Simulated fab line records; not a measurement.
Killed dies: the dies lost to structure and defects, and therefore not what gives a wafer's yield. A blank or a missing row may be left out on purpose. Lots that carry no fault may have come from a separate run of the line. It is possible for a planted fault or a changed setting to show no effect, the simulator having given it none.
Problem report in the 8D (eight disciplines) form, filled by code -- flow rit cmos -- the parts of the form that need people (team, actions taken, sign-off) are left out

## 1. THE ISSUE
At RIT_GATE_WET_ETCH_00, run length s averages 72 s over 6 wafers from 2 lots, while fault-free wafers read 88 s, standard deviation 3.2. Relative to the usual mean, that is a shift of -5.2 standard deviations.
The step: etches SiO2 in BOE, target depth 56 nm, time 60 s.
First observed at day 5 05:41: wafer L828.3, on wet bench-03. The record holds 42 wafers of 14 lots with a number at this step. The rule behind "out" and "out of limits": a value lying over 4 standard deviations away from the usual mean. The other wafers with a number count as sound.

## 2. WHAT IT IS; WHAT IT IS NOT
question,is,is not
which readings at this step,run length s,bath heat duty pct
which lots,"L828, L829","L814, L815, L816, L817, L818, L819, L820, L822, L823, L834, L835, L836"
which wafers of those lots,all that have a number,-
read on which tools,wet bench-03,"wet bench-01, wet bench-04"
when,from day 5 05:41,"up to then (27 sound wafers); but 9 sound wafers of L834, L835, L836 came after"

## 3. THE SUSPECTS, EACH WITH WHAT RULES IT OUT
Counting: any tool at a process step up to the reading is kept as a suspect provided that every lot that is out went through it and no sound lot did after the first of them.
- wet bench-03 at RIT_GATE_WET_ETCH_00 (etches SiO2 in BOE, target depth 56 nm, time 60 s): kept. All lots that are out passed through it, beginning with L828 at day 5 05:41, and no sound lot followed; its final sound lot before that point was L822 at day 4 00:29. Its own run length s readings are out on those wafers.
Left after counting: wet bench-03 at RIT_GATE_WET_ETCH_00.

## 4. THE CAUSE (what the simulator had put in)
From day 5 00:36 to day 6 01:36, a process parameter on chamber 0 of wet bench-03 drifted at RIT_GATE_WET_ETCH_00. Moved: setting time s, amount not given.
This tool alone remained once counting was done.

## 5. SEQUENCE OF EFFECTS, ordered by route
Rows list readings where the struck wafers' mean (over those with a number) sits beyond 3 standard deviations from the usual. Readings are gone through only where the record gives a usual standard deviation; hours: the median, over the lots, of the time from a lot's start at the first step in this table giving one to that lot's start at this step; sigmas: the change measured in usual standard deviations.
hours,step,reading,usual,on struck wafers,change,sigmas
0,RIT_GATE_WET_ETCH_00,run length s,88 s,72,-16,-5.2
Here are the process steps it includes:
- RIT_GATE_WET_ETCH_00: etches SiO2 in BOE, target depth 56 nm, time 60 s.

## 6. WHAT WOULD HAVE CAUGHT IT SOONER
In this record no reading fell out of limits until day 5 05:41, 5 hours after the fault had begun at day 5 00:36.
